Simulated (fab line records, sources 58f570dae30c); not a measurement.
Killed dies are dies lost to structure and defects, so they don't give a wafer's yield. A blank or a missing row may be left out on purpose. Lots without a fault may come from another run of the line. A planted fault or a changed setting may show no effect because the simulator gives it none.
One fault seen from 2 desks | flow berkeley_cmos170 | each desk has only its own numbers; what lay behind them comes last

THE METROLOGY DESK
What the gauges read, lot by lot, whatever tool the lot ran on: means of the sampled wafers that have a number. A lot is out of limits, marked OUT, if its mean lies more than 4 standard deviations from the usual mean; the brackets give that distance.
Columns: A = PWELL_OVL at UCB170_PWELL_OVL_MEAS_13, usual -2 nm; B = WELLDRIVE_OXIDE_THK at UCB170_WELLDRIVE_THK_MEAS_02, usual 200 nm; C = cd_nm at UCB170_ACTIVE_CD_MEAS_13, usual 1200.3 nm
lot  | first seen here | A  | B              | C
L616 | day 3 06:38     | -5 | 203            | 1201.1
L617 | day 3 09:44     | -1 | 200            | 1201.7
L618 | day 3 17:07     | -0 | 199            | 1198.1
L619 | day 3 17:07     | -5 | 198            | 1199.8
L621 | day 4 06:25     | 2  | 175 (-6.6) OUT | 1199.8
L620 | day 4 06:38     | -5 | 176 (-6.2) OUT | 1199.3
L622 | day 4 15:13     | -5 | 207            | 1201.0
L629 | day 6 00:56     | 2  | 201            | 1202.4
L631 | day 6 08:40     | -1 | 199            | 1199.7
L632 | day 6 15:11     | -8 | 201            | 1200.8
L633 | day 6 22:44     | -0 | 194            | 1200.5
L634 | day 7 08:03     | -7 | 198            | 1200.7
L636 | day 7 14:58     | -5 | 204            | 1198.8
L637 | day 8 00:38     | 5  | 196            | 1200.1
This desk's finding: out of limits on L620, L621; first on L621, day 4 16:35 (WELLDRIVE_OXIDE_THK at UCB170_WELLDRIVE_THK_MEAS_02). In limits: L616, L617, L618, L619, L622, L629, L631, L632, L633, L634, L636, L637.

THE TOOL OWNER'S DESK: furnace-02
The tool's own readings at UCB170_WELLDRIVE_OXIDATION_01 (target thk 199 nm, ox time 9000 s): means of the sampled wafers that have a number, for each lot that ran on this tool. A lot is out of limits, marked OUT, if its mean lies more than 4 standard deviations from the usual mean; the brackets give that distance.
Columns: A = spike_tc_centre_C at UCB170_WELLDRIVE_OXIDATION_01, usual 1102.6 C; B = spike_tc_load_C at UCB170_WELLDRIVE_OXIDATION_01, usual 1127.8 C; C = spike_tc_source_C at UCB170_WELLDRIVE_OXIDATION_01, usual 1127.2 C; D = tube_center_temp_C at UCB170_WELLDRIVE_OXIDATION_01, usual 1100 C; E = tube_center_temp_C_max at UCB170_WELLDRIVE_OXIDATION_01, usual 1102.8
lot  | first seen here | A                | B                | C                 | D                      | E
L618 | day 4 01:25     | 1101.9           | 1126.4           | 1130.0            | 1100                   | 1102.7
L619 | day 4 01:25     | 1100.8           | 1126.7           | 1128.8            | 1100                   | 1103.2
L620 | day 4 13:05     | 1080.7 (-18) OUT | 1106.9 (-14) OUT | 1107.9 (-9.2) OUT | 1080 (-99 or more) OUT | 1082.5 (-48) OUT
L621 | day 4 13:05     | 1080.9 (-18) OUT | 1105.7 (-15) OUT | 1108.9 (-8.7) OUT | 1080 (-99 or more) OUT | 1082.7 (-48) OUT
L637 | day 8 12:29     | 1102.3           | 1127.3           | 1128.9            | 1100                   | 1103.0
This desk's finding: out of limits on L620, L621; first on L620, day 4 13:05 (spike_tc_centre_C at UCB170_WELLDRIVE_OXIDATION_01). In limits: L618, L619, L637.

PUT TOGETHER
The tool owner's desk could have raised an alarm at day 4 13:05, on L620, L621.
The metrology desk could have raised an alarm at day 4 16:35, on L620, L621.
Of the lots named, all ran UCB170_WELLDRIVE_OXIDATION_01 on furnace-02.

WHAT THE SIMULATOR HAD PUT IN
Process parameter drift: furnace-02, from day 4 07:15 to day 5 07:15, at UCB170_WELLDRIVE_OXIDATION_01. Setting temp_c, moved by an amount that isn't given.
Lots struck among those shown: L620, L621.
Hours from the fault's start to each desk's first reading out of limits: the tool owner's desk, 6; the metrology desk, 9.
